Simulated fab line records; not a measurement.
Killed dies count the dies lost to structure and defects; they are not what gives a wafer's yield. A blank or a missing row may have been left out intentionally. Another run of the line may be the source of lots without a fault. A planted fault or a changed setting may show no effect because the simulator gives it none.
fab line records    flow rit_cmos
[record] lots = 14  wafers = 42  last_day = 8
route steps=202 shown NWELL@38 NRETRO@62 GATE@83 PSD@151 M1@202
lots that met no fault: taken from a fault-free run of the same line
start_h: hours from the record's first day to the start of the lot's first wafer shown    wait_h: time in hours since the lot's previous step    " unchanged from the row above    L1.1+2: one row covering several wafers at once    - no value, or no start was given    * or withheld: withheld    < > ~ a bound
route shown NAME@n: a module of which the file shows steps, and the number in the route of the first    usual: mean/standard deviation taken from wafers without a fault    same: alike in all rows    chamber/n: place in a boat    sites: each site's reading    _std_site: how widely they spread, as a standard deviation    _edge_site: the outer-site mean with the inner-site mean subtracted    radius_mm: how far each site lies from the wafer's centre    mask NAME#n: copy n    behind: tool/chamber where the wafer was last shaped    hold: what put the lot on hold/how long, in hours/how the hold closed    device: transistor that didn't switch, given as n, p or np    end of line: at the end of the route, the tests of the same wafers    a step without rows: its recipe alone    killed: dies that structure and defects cost at the first sort, which is not the same as the wafer's yield    map: shows each die of a wafer: x if killed, . if not, _ if none is there
set.NAME: the setting as run; set.NAME@STEP: as run at that earlier step    model.NAME: the simulator's own value behind a step, which no gauge read
a sample of lots followed through the steps of the route, with each step as a table and each wafer as a row
services: from which hour (start_h, from the record's first day; less than 0 if before it) a tool's chamber was out of use, for how many hours, and why
[[steps]]
[step RIT_NWELL_TW_MEAS_10]
[usual] NWELL_TW = 2169/11
lot.wafer  tool           chamber  start_h  wait_h  NWELL_TW
L672.2     film_metro-04  -        22.39    0.1     2151
L672.5     "              -        "        "       2155
L672.6     "              -        "        "       2163
L673.1     film_metro-04  -        31.33    0.1     2172
L673.4     "              -        "        "       2164
L673.6     "              -        "        "       2167
L674.2     film_metro-02  -        31.92    0.1     2161
L674.5     "              -        "        "       2168
L674.6     "              -        "        "       2157
L675.2     film_metro-01  -        42.25    0.1     2175
L675.3     "              -        "        "       2162
L675.6     "              -        "        "       2182
L676.1     film_metro-02  -        45.40    0.1     2162
L676.2     "              -        "        "       2151
L676.6     "              -        "        "       2162
L677.2     film_metro-01  -        52.91    0.1     2173
L677.4     "              -        "        "       2179
L677.6     "              -        "        "       2184
L678.1     film_metro-04  -        53.17    0.1     2166
L678.4     "              -        "        "       2170
L678.6     "              -        "        "       2165
L679.1     film_metro-01  -        57.73    0.1     2180
L679.4     "              -        "        "       2175
L679.6     "              -        "        "       2182
L680.1     film_metro-01  -        63.35    0.1     2185
L680.2     "              -        "        "       2185
L680.3     "              -        "        "       2180
L687.1     film_metro-01  -        99.20    0.1     2168
L687.2     "              -        "        "       2167
L687.6     "              -        "        "       2178
L688.2     film_metro-02  -        102.58   0.1     2164
L688.4     "              -        "        "       2155
L688.5     "              -        "        "       2156
L692.2     film_metro-04  -        122.01   0.1     2163
L692.3     "              -        "        "       2153
L692.5     "              -        "        "       2176
L693.2     film_metro-04  -        128.28   0.1     2163
L693.4     "              -        "        "       2165
L693.6     "              -        "        "       2154
L695.1     film_metro-01  -        138.48   0.1     2178
L695.3     "              -        "        "       2191
L695.6     "              -        "        "       2200
[step RIT_NRETRO_STRIP_09]
[recipe] chemistry = O2  time_s = 180  resist = NOVOLAK  platen_temp_c = withheld  power_w = 500  pressure_mtorr = 4000  o2_flow_sccm = 4000
[usual] drypump_motor_current_A = 5.4/0.36
lot.wafer  tool             chamber  start_h  wait_h  drypump_motor_current_A  rf_hours_counter_h
L672.2     plasma_asher-01  0        32.79    0.1     5.8                      24
L672.5     "                0        "        "       5.7                      -
L672.6     "                1        "        "       5.4                      -
L673.1     plasma_asher-02  0        40.17    0.1     5.3                      37
L673.4     "                1        "        "       6.0                      -
L673.6     "                1        "        "       6.0                      -
L674.2     plasma_asher-03  1        41.57    0.1     5.4                      38
L674.5     "                0        "        "       4.8                      -
L674.6     "                1        "        "       5.4                      -
L675.2     plasma_asher-03  0        50.74    0.1     4.8                      40
L675.3     "                0        "        "       4.8                      -
L675.6     "                1        "        "       5.3                      -
L676.1     plasma_asher-03  1        55.61    0.1     5.4                      40
L676.2     "                0        "        "       4.8                      40
L676.6     "                1        "        "       5.4                      -
L677.2     plasma_asher-03  1        61.31    0.1     5.4                      41
L677.4     "                1        "        "       5.4                      -
L677.6     "                0        "        "       4.8                      -
L678.1     plasma_asher-01  0        61.43    0.1     5.8                      27
L678.4     "                0        "        "       5.7                      -
L678.6     "                0        "        "       5.7                      -
L679.1     plasma_asher-01  1        66.88    0.1     5.3                      27
L679.4     "                1        "        "       5.4                      -
L679.6     "                0        "        "       5.7                      -
L680.1     plasma_asher-01  0        72.56    0.1     5.7                      28
L680.2     "                1        "        "       5.4                      28
L680.3     "                0        "        "       5.7                      -
L687.1     plasma_asher-02  1        107.66   0.1     6.0                      45
L687.2     "                0        "        "       5.3                      45
L687.6     "                0        "        "       5.3                      -
L688.2     plasma_asher-01  0        111.90   0.1     5.8                      32
L688.4     "                1        "        "       5.4                      -
L688.5     "                0        "        "       5.8                      -
L692.2     plasma_asher-02  1        131.16   0.1     6.0                      1
L692.3     "                1        "        "       6.0                      -
L692.5     "                1        "        "       6.0                      -
L693.2     plasma_asher-01  0        136.78   0.1     5.7                      35
L693.4     "                0        "        "       5.7                      -
L693.6     "                0        "        "       5.8                      -
L695.1     plasma_asher-01  1        147.34   0.1     5.4                      36
L695.3     "                1        "        "       5.4                      -
L695.6     "                0        "        "       5.7                      -
[step RIT_GATE_THK_MEAS_07]
[recipe] reads = SiO2_of_GATE_OXIDATION_05
[usual] GATE_OXIDE_THK = 3.01/0.066
lot.wafer  tool           chamber  start_h  wait_h  GATE_OXIDE_THK[nm]
L672.2     film_metro-03  -        41.66    0.0     3.02
L672.5     "              -        "        "       3.10
L672.6     "              -        "        "       3.05
L673.1     film_metro-04  -        43.91    0.0     2.97
L673.4     "              -        "        "       3.03
L673.6     "              -        "        "       3.05
L674.2     film_metro-04  -        45.19    0.0     3.09
L674.5     "              -        "        "       3.06
L674.6     "              -        "        "       2.98
L675.2     film_metro-01  -        54.61    0.0     3.01
L675.3     "              -        "        "       3.08
L675.6     "              -        "        "       3.08
L676.1     film_metro-04  -        60.11    0.0     2.96
L676.2     "              -        "        "       3.00
L676.6     "              -        "        "       2.97
L677.2     film_metro-01  -        65.45    0.0     2.93
L677.4     "              -        "        "       2.94
L677.6     "              -        "        "       2.86
L678.1     film_metro-03  -        67.63    0.0     3.02
L678.4     "              -        "        "       3.02
L678.6     "              -        "        "       3.03
L679.1     film_metro-03  -        73.91    0.0     3.05
L679.4     "              -        "        "       2.99
L679.6     "              -        "        "       3.02
L680.1     film_metro-03  -        77.15    0.0     2.91
L680.2     "              -        "        "       2.95
L680.3     "              -        "        "       2.92
L687.1     film_metro-04  -        113.84   0.0     4.68
L687.2     "              -        "        "       4.67
L687.6     "              -        "        "       4.67
L688.2     film_metro-04  -        115.64   0.0     4.73
L688.4     "              -        "        "       4.71
L688.5     "              -        "        "       4.73
L692.2     film_metro-04  -        136.11   0.0     4.70
L692.3     "              -        "        "       4.61
L692.5     "              -        "        "       4.60
L693.2     film_metro-03  -        143.05   0.0     3.04
L693.4     "              -        "        "       2.99
L693.6     "              -        "        "       2.94
L695.1     film_metro-03  -        151.33   0.0     3.05
L695.3     "              -        "        "       3.07
L695.6     "              -        "        "       3.11
[step RIT_PSD_STRIP_09]
[recipe] chemistry = O2  time_s = 180  resist = NOVOLAK  platen_temp_c = withheld  power_w = 500  pressure_mtorr = 4000  o2_flow_sccm = 4000
[usual] drypump_motor_current_A = 5.6/0.48
lot.wafer  tool             chamber  start_h  wait_h  drypump_motor_current_A  rf_hours_counter_h
L672.2     plasma_asher-02  0        59.26    0.1     5.3                      40
L672.5     "                1        "        "       6.1                      -
L672.6     "                0        "        "       5.3                      -
L674.2     plasma_asher-02  1        61.24    0.1     6.1                      40
L674.5     "                0        "        "       5.3                      -
L674.6     "                1        "        "       6.1                      -
L673.1     plasma_asher-04  0        61.36    0.1     6.3                      43
L673.4     "                0        "        "       6.3                      -
L673.6     "                0        "        "       6.3                      -
L675.2     plasma_asher-04  0        70.65    0.1     6.3                      44
L675.3     "                1        "        "       5.7                      -
L675.6     "                1        "        "       5.7                      -
L676.1     plasma_asher-02  0        76.03    0.1     5.3                      41
L676.2     "                1        "        "       6.1                      41
L676.6     "                0        "        "       5.3                      -
L677.2     plasma_asher-04  0        80.57    0.1     6.3                      45
L677.4     "                0        "        "       6.4                      -
L677.6     "                1        "        "       5.7                      -
L678.1     plasma_asher-03  1        84.31    0.1     5.4                      44
L678.4     "                1        "        "       5.4                      -
L678.6     "                1        "        "       5.3                      -
L679.1     plasma_asher-02  1        89.80    0.1     6.0                      43
L679.4     "                0        "        "       5.3                      -
L679.6     "                1        "        "       6.0                      -
L680.1     plasma_asher-03  0        95.46    0.1     4.8                      45
L680.2     "                1        "        "       5.4                      45
L680.3     "                1        "        "       5.4                      -
L687.1     plasma_asher-03  1        130.01   0.1     5.3                      49
L687.2     "                0        "        "       4.9                      49
L687.6     "                1        "        "       5.3                      -
L688.2     plasma_asher-04  0        131.84   0.1     6.3                      51
L688.4     "                0        "        "       6.3                      -
L688.5     "                1        "        "       5.7                      -
L692.2     plasma_asher-03  0        151.60   0.1     4.8                      51
L692.3     "                1        "        "       5.4                      -
L692.5     "                0        "        "       4.9                      -
L693.2     plasma_asher-03  1        158.82   0.1     5.3                      52
L693.4     "                0        "        "       4.8                      -
L693.6     "                1        "        "       5.4                      -
L695.1     plasma_asher-04  0        171.69   0.1     6.3                      53
L695.3     "                1        "        "       5.6                      -
L695.6     "                1        "        "       5.7                      -
[step RIT_M1_PROBE_99]
[usual] killed_at_M0_to_M3 = 0.0/0.083  killed_at_contacts = 0.1/0.31  killed_at_front_end = 6.3/2.7  killed_dies = 6.4/2.7  killed_open = 3.3/2  killed_short = 3/1.8
[same] gross_dies = 264  killed_at_M4_up = 0  killed_at_back_side = 0  killed_at_other = 0
lot.wafer  tool       chamber  start_h  wait_h  killed_at_M0_to_M3  killed_at_contacts  killed_at_front_end  killed_dies  killed_open  killed_short
L672.2     prober-01  -        67.85    0.1     0                   0                   4                    4            1            3
L672.5     prober-01  -        68.00    0.2     0                   0                   6                    6            2            4
L672.6     prober-01  -        68.05    0.2     0                   0                   6                    6            3            3
L674.2     prober-02  -        69.38    0.1     0                   0                   8                    8            3            5
L674.5     prober-02  -        69.53    0.2     0                   0                   8                    8            4            4
L674.6     prober-02  -        69.58    0.2     0                   0                   7                    7            3            4
L673.1     prober-01  -        70.83    0.1     0                   0                   2                    2            2            0
L673.4     prober-01  -        70.98    0.2     0                   0                   5                    5            1            4
L673.6     prober-01  -        71.08    0.2     0                   0                   6                    6            2            4
L675.2     prober-02  -        78.96    0.1     0                   0                   6                    6            3            3
L675.3     prober-02  -        79.01    0.2     0                   0                   8                    8            4            4
L675.6     prober-02  -        79.16    0.2     0                   0                   5                    5            3            2
L676.1     prober-01  -        84.12    0.1     0                   0                   4                    4            3            1
L676.2     prober-01  -        84.17    0.1     0                   0                   4                    4            3            1
L676.6     prober-01  -        84.37    0.2     0                   0                   5                    5            2            3
L677.2     prober-02  -        89.48    0.1     0                   0                   2                    2            1            1
L677.4     prober-02  -        89.58    0.2     0                   0                   3                    3            0            3
L677.6     prober-02  -        89.68    0.2     0                   0                   4                    4            3            1
L678.1     prober-01  -        92.48    0.1     0                   0                   8                    8            4            4
L678.4     prober-01  -        92.63    0.2     0                   0                   4                    4            3            1
L678.6     prober-01  -        92.73    0.2     0                   0                   3                    3            0            3
L679.1     prober-02  -        97.99    0.1     0                   0                   9                    9            4            5
L679.4     prober-02  -        98.14    0.2     0                   0                   8                    8            6            2
L679.6     prober-02  -        98.24    0.2     0                   0                   11                   11           7            4
L680.1     prober-01  -        103.87   0.1     0                   0                   4                    4            2            2
L680.2     prober-01  -        103.92   0.1     0                   0                   8                    8            6            2
L680.3     prober-01  -        103.97   0.2     0                   0                   6                    6            5            1
L687.1     prober-01  -        138.09   0.1     1                   0                   8                    9            4            5
L687.2     prober-01  -        138.14   0.1     0                   0                   7                    7            3            3
L687.6     prober-01  -        138.34   0.2     0                   0                   5                    5            3            2
L688.2     prober-02  -        139.80   0.1     0                   0                   6                    6            4            2
L688.4     prober-02  -        139.90   0.2     0                   0                   8                    8            0            8
L688.5     prober-02  -        139.95   0.2     0                   0                   12                   12           8            4
L692.2     prober-02  -        159.78   0.1     0                   0                   6                    6            3            3
L692.3     prober-02  -        159.83   0.2     0                   0                   5                    5            4            1
L692.5     prober-02  -        159.93   0.2     0                   0                   2                    2            2            0
L693.2     prober-01  -        167.22   0.1     0                   1                   8                    9            2            7
L693.4     prober-01  -        167.32   0.2     0                   0                   7                    7            4            3
L693.6     prober-01  -        167.42   0.2     0                   0                   5                    5            2            3
L695.1     prober-01  -        179.76   0.1     0                   0                   1                    1            1            0
L695.3     prober-01  -        179.86   0.2     0                   1                   5                    6            2            4
L695.6     prober-01  -        180.01   0.2     0                   0                   7                    7            5            2
// killed by level:class
L672.2 FOX1:geometric_particle:short=1 GATE:geometric_particle:short=1 REOX:geometric_particle:open=1 SILICIDE:geometric_particle:short=1
L672.5 ACTIVE:geometric_particle:short=1 FOX1:geometric_particle:short=1 REOX:geometric_particle:open=1 SPACER:geometric_particle:short=1 SPACER:geometric_particle:open=1 SILICIDE:geometric_particle:short=1
L672.6 GATE:geometric_particle:open=2 SILICIDE:geometric_particle:short=2 FOX1:geometric_particle:open=1 FOX1:geometric_particle:short=1
L674.2 FOX2:geometric_particle:short=2 REOX:geometric_particle:short=2 ACTIVE:geometric_particle:open=1 GATE:geometric_particle:open=1 GATE:geometric_particle:short=1 SILICIDE:geometric_particle:open=1
L674.5 FOX1:geometric_particle:short=2 SPACER:geometric_particle:open=2 FOX2:geometric_particle:open=1 FOX2:geometric_particle:short=1 REOX:geometric_particle:open=1 SILICIDE:geometric_particle:short=1
L674.6 GATE:geometric_particle:short=2 SILICIDE:geometric_particle:open=2 REOX:geometric_particle:short=1 REOX:geometric_particle:open=1 SPACER:geometric_particle:short=1
L673.1 FOX1:geometric_particle:open=1 SPACER:geometric_particle:open=1
L673.4 GATE:geometric_particle:short=2 FOX1:geometric_particle:short=1 REOX:geometric_particle:open=1 SILICIDE:geometric_particle:short=1
L673.6 GATE:geometric_particle:short=2 FOX1:geometric_particle:short=1 REOX:geometric_particle:short=1 REOX:geometric_particle:open=1 SPACER:geometric_particle:open=1
L675.2 SPACER:geometric_particle:short=2 GATE:geometric_particle:open=1 REOX:geometric_particle:open=1 SPACER:geometric_particle:open=1 SILICIDE:geometric_particle:short=1
L675.3 FOX2:geometric_particle:short=2 GATE:geometric_particle:open=2 ACTIVE:geometric_particle:open=1 FOX1:geometric_particle:short=1 GATE:geometric_particle:short=1 REOX:geometric_particle:open=1
L675.6 GATE:geometric_particle:short=2 FOX1:geometric_particle:open=1 GATE:geometric_particle:open=1 SILICIDE:geometric_particle:open=1
L676.1 FOX1:geometric_particle:open=1 GATE:geometric_particle:short=1 REOX:geometric_particle:open=1 SILICIDE:geometric_particle:open=1
L676.2 GATE:geometric_particle:open=2 FOX1:geometric_particle:open=1 REOX:geometric_particle:short=1
L676.6 GATE:geometric_particle:short=2 GATE:geometric_particle:open=1 SPACER:geometric_particle:short=1 SPACER:geometric_particle:open=1
L677.2 GATE:geometric_particle:short=1 REOX:geometric_particle:open=1
L677.4 GATE:geometric_particle:short=1 REOX:geometric_particle:short=1 SPACER:geometric_particle:short=1
L677.6 FOX2:geometric_particle:open=1 GATE:geometric_particle:open=1 SPACER:geometric_particle:short=1 SPACER:geometric_particle:open=1
L678.1 FOX1:geometric_particle:open=2 GATE:geometric_particle:short=2 FOX1:geometric_particle:short=1 FOX2:geometric_particle:open=1 GATE:geometric_particle:open=1 REOX:geometric_particle:short=1
L678.4 FOX1:geometric_particle:open=1 REOX:geometric_particle:short=1 REOX:geometric_particle:open=1 SPACER:geometric_particle:open=1
L678.6 FOX1:geometric_particle:short=1 GATE:geometric_particle:short=1 REOX:geometric_particle:short=1
L679.1 GATE:geometric_particle:short=2 GATE:geometric_particle:open=2 SILICIDE:geometric_particle:short=2 FOX1:geometric_particle:open=1 REOX:geometric_particle:open=1 SPACER:geometric_particle:short=1
L679.4 GATE:geometric_particle:open=2 GATE:geometric_particle:short=2 FOX1:geometric_particle:open=1 REOX:geometric_particle:open=1 SPACER:geometric_particle:open=1 SILICIDE:geometric_particle:open=1
L679.6 GATE:geometric_particle:open=5 SPACER:geometric_particle:short=2 FOX2:geometric_particle:open=1 GATE:geometric_particle:short=1 REOX:geometric_particle:short=1 REOX:geometric_particle:open=1
L680.1 GATE:geometric_particle:open=1 GATE:geometric_particle:short=1 REOX:geometric_particle:open=1 SILICIDE:geometric_particle:short=1
L680.2 FOX1:geometric_particle:open=2 GATE:geometric_particle:open=2 FOX1:geometric_particle:short=1 FOX2:geometric_particle:open=1 REOX:geometric_particle:open=1 REOX:geometric_particle:short=1
L680.3 GATE:geometric_particle:open=3 FOX1:geometric_particle:open=1 SPACER:geometric_particle:short=1 SILICIDE:geometric_particle:open=1
L687.1 FOX1:geometric_particle:short=2 REOX:geometric_particle:open=2 SPACER:geometric_particle:short=2 FOX1:geometric_particle:open=1 GATE:geometric_particle:short=1 M1:geometric_particle:open=1
L687.2 GATE:geometric_particle:short=2 GATE:geometric_particle:open=1 REOX:geometric_particle:open=1 SILICIDE:geometric_particle:open=1 SILICIDE:geometric_particle:short=1 NRETRO:coat_microbubble_printed=1
L687.6 FOX2:geometric_particle:open=2 GATE:geometric_particle:short=2 FOX1:geometric_particle:open=1
L688.2 FOX1:geometric_particle:short=1 GATE:geometric_particle:open=1 REOX:geometric_particle:open=1 SPACER:geometric_particle:short=1 SPACER:geometric_particle:open=1 SILICIDE:geometric_particle:open=1
L688.4 GATE:geometric_particle:short=2 REOX:geometric_particle:short=2 ACTIVE:geometric_particle:short=1 FOX1:geometric_particle:short=1 SPACER:geometric_particle:short=1 SILICIDE:geometric_particle:short=1
L688.5 GATE:geometric_particle:open=4 GATE:geometric_particle:short=2 FOX1:geometric_particle:short=1 FOX1:geometric_particle:open=1 FOX2:geometric_particle:open=1 REOX:geometric_particle:short=1 SPACER:geometric_particle:open=1 SILICIDE:geometric_particle:open=1
L692.2 FOX1:geometric_particle:open=1 FOX2:geometric_particle:short=1 REOX:geometric_particle:short=1 SPACER:geometric_particle:short=1 SPACER:geometric_particle:open=1 SILICIDE:geometric_particle:open=1
L692.3 FOX1:geometric_particle:open=1 GATE:geometric_particle:open=1 REOX:geometric_particle:open=1 SPACER:geometric_particle:open=1 SILICIDE:geometric_particle:short=1
L692.5 GATE:geometric_particle:open=1 REOX:geometric_particle:open=1
L693.2 FOX1:geometric_particle:short=2 SILICIDE:geometric_particle:short=2 FOX2:geometric_particle:short=1 GATE:geometric_particle:open=1 GATE:geometric_particle:short=1 SILICIDE:geometric_particle:open=1 CONTACT:geometric_particle:short=1
L693.4 FOX1:geometric_particle:open=2 SILICIDE:geometric_particle:short=2 GATE:geometric_particle:short=1 REOX:geometric_particle:open=1 SPACER:geometric_particle:open=1
L693.6 FOX1:geometric_particle:open=1 GATE:geometric_particle:short=1 SPACER:geometric_particle:open=1 SPACER:geometric_particle:short=1 SILICIDE:geometric_particle:short=1
L695.1 GATE:geometric_particle:open=1
L695.3 GATE:geometric_particle:short=3 FOX1:geometric_particle:short=1 SPACER:geometric_particle:open=1 CONTACT:geometric_particle:open=1
L695.6 GATE:geometric_particle:open=3 GATE:geometric_particle:short=2 FOX1:geometric_particle:open=1 REOX:geometric_particle:open=1
[[services]]
tool             chamber  start_h  hours  kind
plasma_asher-02  -        11.82    2.8    pm
plasma_asher-01  -        12.92    11.9   repair
plasma_asher-04  -        68.49    0.4    repair
plasma_asher-02  -        108.75   9.0    pm
plasma_asher-02  0        108.75   9.0    vent_cycle
plasma_asher-02  1        108.75   9.0    vent_cycle
plasma_asher-02  0        117.75   -      clean
plasma_asher-02  1        117.75   -      clean
plasma_asher-04  -        144.55   14.6   pm
plasma_asher-03  -        153.05   2.8    pm
[[key]]
[first_sign] step = RIT_GATE_THK_MEAS_07  reading = GATE_OXIDE_THK  direction = up  sigmas = 25  usual = 3.01  struck = 4.68
effect none on later readings
met_at RIT_GATE_THK_MEAS_07
struck_lots L687,L688,L692
tester_left_out L687,L688,L692
not_acting_at RIT_NWELL_TW_MEAS_10,RIT_NRETRO_STRIP_09,RIT_PSD_STRIP_09
onset_between 60.11 113.84
[fault] kind = metrology_matching_offset  tool = film_metro-04  chamber = -  onset_h = 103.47  steps = RIT_GATE_THK_MEAS_07  param = thk_nm  offset = 1.6124
// tester_left_out: of these lots the tester's yield and bins aren't shown, on N5 and GAA mostly nor the transistor test; their killed dies are dies lost to structure and defects alone, not to doping, threshold or leakage, so they don't give the yield
